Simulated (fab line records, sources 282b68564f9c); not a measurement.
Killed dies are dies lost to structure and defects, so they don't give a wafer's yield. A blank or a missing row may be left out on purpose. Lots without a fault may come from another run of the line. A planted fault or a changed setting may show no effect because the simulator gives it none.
Problem report in the 8D (eight disciplines) form, filled by code | flow rit_cmos | the parts of the form that need people (team, actions taken, sign-off) are left out

1. THE PROBLEM
NRETRO_TW at RIT_NRETRO_TW_MEAS_10 reads a mean of 1011 on 9 wafers of 3 lots; wafers without a fault read 1060 with a standard deviation of 6.4. That is -7.6 standard deviations from the usual mean.
First seen on wafer L712.1, day 5 07:15, on film_metro-04. The record holds 45 wafers of 15 lots with a number at this step. Rule for "out", or "out of limits": more than 4 standard deviations from the usual mean. The other wafers with a number count as sound.

2. WHAT IT IS AND WHAT IT IS NOT
question                    | is                           | is not
which readings at this step | NRETRO_TW                    | -
which lots                  | L712, L715, L716             | L698, L700, L701, L703, L704, L705, L706, L709, L710, L713, L717, L718
which wafers of those lots  | all that have a number       | -
read on which gauges        | film_metro-02, film_metro-04 | film_metro-01
when                        | from day 5 07:15             | up to then (27 sound wafers); but 9 sound wafers of L713, L717, L718 came after

3. SUSPECTS, AND WHAT RULES EACH OUT
Counting: a tool at a process step up to the reading stays a suspect if it ran every lot that is out and no sound lot after the first of them.
- the gauge at RIT_NRETRO_TW_MEAS_10: ruled out. The wafers that are out were read on 2 gauges (film_metro-02, film_metro-04).
- implanter-01 at RIT_NRETRO_IMPLANT_08: kept. It ran every lot that is out, first L712 (day 5 06:55), and no sound lot after that; its last sound lot up to then is L709 (day 4 15:59).
Left after counting: implanter-01 at RIT_NRETRO_IMPLANT_08.

4. THE CAUSE (what the simulator had put in)
Process parameter drift: implanter-01, from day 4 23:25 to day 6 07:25, at RIT_NRETRO_IMPLANT_08. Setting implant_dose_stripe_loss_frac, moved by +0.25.
Counting left only this tool.

5. THE CHAIN OF EFFECTS, in route order
Each row: a reading whose mean over the struck wafers that have a number lies more than 3 standard deviations from the usual. Only readings for which the record gives a usual standard deviation are gone through. hours: the time from each lot's start at the first step in this table that gives one to its start at this step, as a median over the lots. sigmas: the change in usual standard deviations.
hours | step                  | reading   | usual | on struck wafers | change | sigmas
0     | RIT_NRETRO_TW_MEAS_10 | NRETRO_TW | 1060  | 1011             | -49    | -7.6
Later measuring or inspecting steps at which every struck wafer that the step has a row for has a number for every such reading, and none has moved that far: RIT_M1_CD_MEAS_90.

6. WHAT WOULD HAVE CAUGHT IT SOONER
In this record the first reading out of limits at a measuring or inspecting step was taken at day 5 07:15, 8 hours after the fault began at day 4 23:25.
Of the tool readings at RIT_NRETRO_IMPLANT_08 for which the record gives a usual standard deviation, none was out on any struck wafer, so an alarm limit of 4 standard deviations on them would not have fired.
Of the lots that are out (3), L715, L716 began RIT_NRETRO_IMPLANT_08 on implanter-01 after day 5 07:15. A hold on the tool at that time would have spared those 2.
